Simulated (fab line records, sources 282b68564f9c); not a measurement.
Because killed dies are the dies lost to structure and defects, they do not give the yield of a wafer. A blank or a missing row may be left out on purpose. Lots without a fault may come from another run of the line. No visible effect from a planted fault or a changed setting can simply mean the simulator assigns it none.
Which tool was responsible? | flow rit cmos | 15 lots with 45 wafers sampled at 2 steps, on a route of 202 steps

WHAT THE GAUGES READ, wafer by wafer
RIT_PSD_OVL_MEAS_06. Usual: for PSD_OVL the level is 0.4 nm and the standard deviation is 1.4.
lot  | measured    | on         | PSD_OVL (nm)      | flag
L756 | day 3 03:50 | overlay-02 | -0.6 2.2 -0.9     |
L757 | day 3 11:46 | overlay-02 | 0.0 -0.2 0.6      |
L759 | day 3 20:43 | overlay-02 | 2.3 1.7 -0.4      |
L758 | day 3 21:00 | overlay-01 | -0.1 -1.6 -0.9    |
L760 | day 3 22:27 | overlay-01 | 1.2 -0.8 1.3      |
L762 | day 4 14:58 | overlay-02 | -0.8 0.4 -0.2     |
L764 | day 4 20:42 | overlay-01 | 131.1 132.2 131.3 | OFF
L765 | day 5 02:32 | overlay-01 | 132.7 130.6 131.8 | OFF
L766 | day 5 04:29 | overlay-01 | 129.1 129.7 131.6 | OFF
L767 | day 5 11:30 | overlay-01 | 2.2 1.4 1.4       |
L768 | day 5 14:39 | overlay-01 | 133.1 131.8 130.4 | OFF
L771 | day 6 03:44 | overlay-02 | 0.5 0.1 -0.8      |
L772 | day 6 08:40 | overlay-01 | 0.7 0.4 0.9       |
L773 | day 6 16:28 | overlay-02 | 0.5 -0.1 -0.9     |
L775 | day 7 00:17 | overlay-01 | -1.5 -1.1 -0.5    |

EACH LOT AND THE TOOL THAT RAN IT (in order: tool; ch and the chambers of the sampled wafers; start)
lot  | RIT_PSD_EXPOSE_03
L756 | iline stepper-02 ch 0, day 3 03:22
L757 | iline stepper-01 ch 0, day 3 11:23
L759 | iline stepper-02 ch 0, day 3 20:09
L758 | iline stepper-01 ch 0, day 3 20:24
L760 | iline stepper-02 ch 0, day 3 22:04
L762 | iline stepper-02 ch 0, day 4 14:35
L764 | iline stepper-01 ch 0, day 4 20:14
L765 | iline stepper-01 ch 0, day 5 02:10
L766 | iline stepper-01 ch 0, day 5 04:07
L767 | iline stepper-02 ch 0, day 5 11:06
L768 | iline stepper-01 ch 0, day 5 14:03
L771 | iline stepper-02 ch 0, day 6 03:21
L772 | iline stepper-02 ch 0, day 6 08:16
L773 | iline stepper-02 ch 0, day 6 16:04
L775 | iline stepper-02 ch 0, day 6 23:53
- RIT_PSD_EXPOSE_03: exposes mask M10, target cd 40900 nm.

WHAT THE TOOLS THEMSELVES READ (means of the sampled wafers that have a number; where no wafer has one, the mark that the record gives instead)
RIT_PSD_EXPOSE_03. Usual: reticle temp C at 22.98 C, with a standard deviation of 0.12.
lot  | tool             | reticle temp C (C) | flag
L756 | iline stepper-02 | 22.94              |
L757 | iline stepper-01 | 23.06              |
L759 | iline stepper-02 | 23.05              |
L758 | iline stepper-01 | 22.70              |
L760 | iline stepper-02 | 22.97              |
L762 | iline stepper-02 | 22.98              |
L764 | iline stepper-01 | 22.86              |
L765 | iline stepper-01 | 23.12              |
L766 | iline stepper-01 | 22.92              |
L767 | iline stepper-02 | 22.80              |
L768 | iline stepper-01 | 23.08              |
L771 | iline stepper-02 | 23.13              |
L772 | iline stepper-02 | 22.93              |
L773 | iline stepper-02 | 22.94              |
L775 | iline stepper-02 | 22.92              |

THE ANSWER, worked out from the rows above alone
Rule: take the mean of a lot's wafers that have a number; if it is more than 3 standard deviations from the usual mean, the lot is off. A lot without any number at a reading at which 4 lots or more have one is off too. Any other lot the step has rows for is counted as sound. Order of review: gauges by route order, followed by the tools' own readings, for which a lot's mean as printed above is used. At the first step where some lot is off, the reading lying furthest off is the one used; lots without a number count as furthest.
Off: L764, L765, L766, L768, at RIT_PSD_OVL_MEAS_06 (PSD_OVL).
A tool fits if, at a process step before that reading, it ran every lot that is off, and no sound lot after the first of them. The gauges at RIT_PSD_OVL_MEAS_06 are tried like those tools. One candidate fits, namely iline stepper-01 at RIT_PSD_EXPOSE_03. A fault onset in the window from L758 (day 3 20:24, its last sound lot) to L764 (day 4 20:14, its first lot off) fits.

WHAT THE SIMULATOR HAD INSERTED
Scanner matching overlay: iline stepper-01, from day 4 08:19 on, at RIT_PSD_EXPOSE_03. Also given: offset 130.
Struck lots among those shown: L764, L765, L766, L768. The rule above reached the same finding.
